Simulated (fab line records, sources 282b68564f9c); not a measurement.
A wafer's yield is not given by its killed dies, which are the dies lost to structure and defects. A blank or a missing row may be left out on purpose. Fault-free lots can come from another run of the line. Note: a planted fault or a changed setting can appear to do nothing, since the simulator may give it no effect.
fab line records | flow rit-cmos
record: lots: 5 wafers: 23
route steps=202 shown M1@197
start-h: the number of hours between the record's first day and the start of the first shown wafer of the lot | wait-h: hours from the lot's prior step to this one | " identical to the entry in the row above | L1.1+2: a single row standing in for several wafers | - either no value or no given start | * or withheld: withheld | < > ~ a bound
route shown NAME@n: a module of which the file shows steps, and the number in the route of the first | usual: the fault-free wafers' mean and standard deviation | same: alike in all rows | chamber/n: place in a boat | sites: per-site readings | _std_site: their standard deviation | _edge_site: the outer-site mean with the inner-site mean subtracted | radius-mm: how far each site lies from the wafer's centre | mask NAME#n: copy n | behind: the last tool/chamber to shape the wafer | hold: why the lot went on hold/how many hours it stayed there/how the hold came to an end | device: the transistor (n, p or np) that didn't switch | end of line: at the end of the route, the tests of the same wafers | a step given without rows: its recipe and nothing more | killed: count of dies lost to structure and defects at first sort (not the wafer's yield) | map: per-die view of a wafer (x killed, . not killed, _ where there is no die)
set.NAME: the setting that was run; set.NAME@STEP: the one run at that earlier step | model.NAME: the simulator's own value behind a step, which no gauge read
lots whose settings were changed on purpose; a table a step, a row a wafer
== steps ==
step: RIT_M1_STRIP_13
recipe: chemistry: nmp resist: NOVOLAK temp-c: 80 time-s: 600 dry: n2-spin
columns lot.wafer tool chamber start-h wait-h set.time-s
L074.2+3+4+5+6 - - - 0.1 679
L076.1+2+3+4+5 - - - 0.1 541.3
L077.1+2+4+5+6 - - - 0.1 647.7
L082.1+2+3 wet-bench-03 2 97.99 0.1 600
L083.1+3+4+5+6 - - - 0.1 662.6
step: RIT_M1_STRIP_14
recipe: chemistry: O2 time-s: 173.7 platen-temp-c: withheld power-w: 500 pressure-mtorr: 4000 o2-flow-sccm: 4000
step: RIT_M1_CD_MEAS_90
recipe: target-cd-nm: 2600
usual: cd-nm: 2601.3/2.5
columns lot.wafer tool chamber start-h wait-h set.develop-time-s@M1_DEVELOP_08 cd-nm
L074.2 cd-sem-01 - 62.19 0.1 68 2600.6
L074.3 " - " " 68 2595.4
L074.4 " - " " 68 2602.5
L074.5 " - " " 68 2596.6
L074.6 " - " " 68 2600.8
L076.1 cd-sem-02 - 70.65 0.1 68 2598.6
L076.2 " - " " 58.79 2615.2
L076.3 " - " " 58.79 2613.3
L076.4 " - " " 68 2599.4
L076.5 " - " " 68 2599.3
L077.1 cd-sem-02 - 74.73 0.1 68 2603.7
L077.2 " - " " 68 2602.9
L077.4 " - " " 74.95 2594.6
L077.5 " - " " 74.95 2593.2
L077.6 " - " " 74.95 2596.1
L082.1 cd-sem-01 - 98.36 0.1 68 2602.9
L082.2 " - " " 68 2599.9
L082.3 " - " " 68 2600.0
L083.1 cd-sem-01 - 103.10 0.1 77.6 2594.0
L083.3 " - " " 68 2604.2
L083.4 " - " " 68 2600.8
L083.5 " - " " 77.6 2591.6
L083.6 " - " " 77.6 2594.3
step: RIT_M1_ANNEAL_15
recipe: temp-c: 450 time-s: 1800 ambient: forming_gas_H2N2
step: RIT_M1_PROBE_99
usual: killed-at-contacts: 0.1/0.36 killed-at-front-end: 6.2/2.8 killed-dies: 6.3/2.9 killed-open: 3.3/2.1 killed-short: 3.0/1.7
same: gross-dies: 264 killed_at_M0_to_M3: 0 killed_at_M4_up: 0 killed-at-back-side: 0 killed-at-other: 0
columns lot.wafer tool chamber start-h wait-h set.time-s@SPACER_ETCHBACK_05 killed-at-contacts killed-at-front-end killed-dies killed-open killed-short model.etest.pplus-sal.width-nm
L074.2 prober-02 - 63.96 0.1 225.8 0 59 59 3 2 3417
L074.3 prober-02 - 64.01 0.2 240 0 6 6 2 4 3490
L074.4 prober-02 - 64.06 0.2 225.8 0 6 6 3 3 3429
L074.5 prober-02 - 64.11 0.2 225.8 0 8 8 5 3 3429
L074.6 prober-02 - 64.16 0.2 240 0 4 4 3 1 3467
L076.1 prober-02 - 72.39 0.1 240 0 1 1 0 1 3440
L076.2 prober-02 - 72.44 0.1 240 0 31 31 2 2 3441
L076.3 prober-02 - 72.49 0.2 240 1 34 35 7 2 3437
L076.4 prober-02 - 72.54 0.2 240 0 3 3 3 0 3437
L076.5 prober-02 - 72.59 0.2 240 0 3 3 3 0 3438
L077.1 prober-01 - 76.47 0.1 240 0 10 10 6 4 3452
L077.2 prober-01 - 76.52 0.1 205.1 0 10 10 4 6 3376
L077.4 prober-01 - 76.62 0.2 240 0 9 9 6 3 3450
L077.5 prober-01 - 76.67 0.2 205.1 2 12 14 7 7 3364
L077.6 prober-01 - 76.72 0.2 240 0 4 4 3 1 3452
L082.1 prober-02 - 100.10 0.1 240 0 11 11 6 5 3449
L082.2 prober-02 - 100.15 0.1 240 1 5 6 4 2 3482
L082.3 prober-02 - 100.20 0.2 240 0 7 7 2 5 3456
L083.1 prober-01 - 104.84 0.1 261 0 10 10 5 5 3517
L083.3 prober-01 - 104.94 0.2 240 0 8 8 2 5 3466
L083.4 prober-01 - 104.99 0.2 261 0 4 4 1 2 3508
L083.5 prober-01 - 105.04 0.2 240 0 113 113 1 4 3456
L083.6 prober-01 - 105.09 0.2 261 0 7 7 2 5 3529
killed by level:class
L074.2 GATE:area-expose=54 GATE:geometric-particle:open=2 GATE:geometric-particle:short=2 FOX2:geometric-particle:open=1
L074.3 GATE:geometric-particle:short=2 FOX1:geometric-particle:short=1 GATE:geometric-particle:open=1 SILICIDE:geometric-particle:open=1 SILICIDE:geometric-particle:short=1
L074.4 GATE:geometric-particle:open=3 FOX2:geometric-particle:short=1 REOX:geometric-particle:short=1 SILICIDE:geometric-particle:short=1
L074.5 FOX1:geometric-particle:open=2 GATE:geometric-particle:open=2 SILICIDE:geometric-particle:short=2 GATE:geometric-particle:short=1 SILICIDE:geometric-particle:open=1
L074.6 GATE:geometric-particle:open=3 GATE:geometric-particle:short=1
L076.1 SILICIDE:geometric-particle:short=1
L076.2 GATE:area-expose=27 FOX1:geometric-particle:short=1 REOX:geometric-particle:open=1 SILICIDE:geometric-particle:short=1 SILICIDE:geometric-particle:open=1
L076.3 GATE:area-expose=26 GATE:geometric-particle:open=3 SILICIDE:geometric-particle:open=2 REOX:geometric-particle:short=1 REOX:geometric-particle:open=1 SILICIDE:geometric-particle:short=1 CONTACT:geometric-particle:open=1
L076.4 FOX1:geometric-particle:open=1 GATE:geometric-particle:open=1 SPACER:geometric-particle:open=1
L076.5 GATE:geometric-particle:open=2 REOX:geometric-particle:open=1
L077.1 REOX:geometric-particle:open=3 SILICIDE:geometric-particle:short=3 GATE:geometric-particle:open=2 FOX1:geometric-particle:open=1 REOX:geometric-particle:short=1
L077.2 FOX1:geometric-particle:open=3 SPACER:geometric-particle:short=3 SILICIDE:geometric-particle:short=2 FOX1:geometric-particle:short=1 SPACER:geometric-particle:open=1
L077.4 GATE:geometric-particle:open=4 GATE:geometric-particle:short=2 REOX:geometric-particle:open=1 SILICIDE:geometric-particle:open=1 SILICIDE:geometric-particle:short=1
L077.5 FOX1:geometric-particle:short=2 FOX1:geometric-particle:open=2 GATE:geometric-particle:short=2 SPACER:geometric-particle:short=2 CONTACT:geometric-particle:open=2 FOX2:geometric-particle:open=1 GATE:geometric-particle:open=1 REOX:geometric-particle:short=1
L077.6 FOX1:geometric-particle:open=1 GATE:geometric-particle:short=1 REOX:geometric-particle:open=1 SPACER:geometric-particle:open=1
L082.1 GATE:geometric-particle:open=3 GATE:geometric-particle:short=2 FOX1:geometric-particle:short=1 FOX1:geometric-particle:open=1 FOX2:geometric-particle:short=1 FOX2:geometric-particle:open=1 SPACER:geometric-particle:open=1 SILICIDE:geometric-particle:short=1
L082.2 FOX1:geometric-particle:open=2 FOX1:geometric-particle:short=1 REOX:geometric-particle:short=1 SILICIDE:geometric-particle:open=1 CONTACT:geometric-particle:open=1
L082.3 GATE:geometric-particle:short=2 SPACER:geometric-particle:short=2 SILICIDE:geometric-particle:open=2 FOX1:geometric-particle:short=1
L083.1 FOX1:geometric-particle:short=2 GATE:geometric-particle:open=2 SPACER:geometric-particle:short=2 FOX2:geometric-particle:open=1 REOX:geometric-particle:open=1 SPACER:geometric-particle:open=1 SILICIDE:geometric-particle:short=1
L083.3 GATE:geometric-particle:short=3 FOX1:geometric-particle:short=1 REOX:geometric-particle:short=1 REOX:geometric-particle:open=1 SPACER:geometric-particle:open=1 GATE:area-expose=1
L083.4 FOX1:geometric-particle:open=1 GATE:geometric-particle:short=1 REOX:geometric-particle:short=1 GATE:area-expose=1
L083.5 GATE:area-expose=108 GATE:geometric-particle:short=3 FOX1:geometric-particle:open=1 FOX2:geometric-particle:short=1
L083.6 GATE:geometric-particle:short=4 FOX2:geometric-particle:open=2 SILICIDE:geometric-particle:short=1
== key ==
split: step: RIT_M1_STRIP_13 setting: time-s stated: 600 by: lot
response none clear
split outside-this-file step=RIT_SPACER_ETCHBACK_05 setting=time-s
split outside-this-file step=RIT_M1_DEVELOP_08 setting=develop-time-s
split outside-this-file: this setting was split too, and the file shows its column; the key of that split is in another file
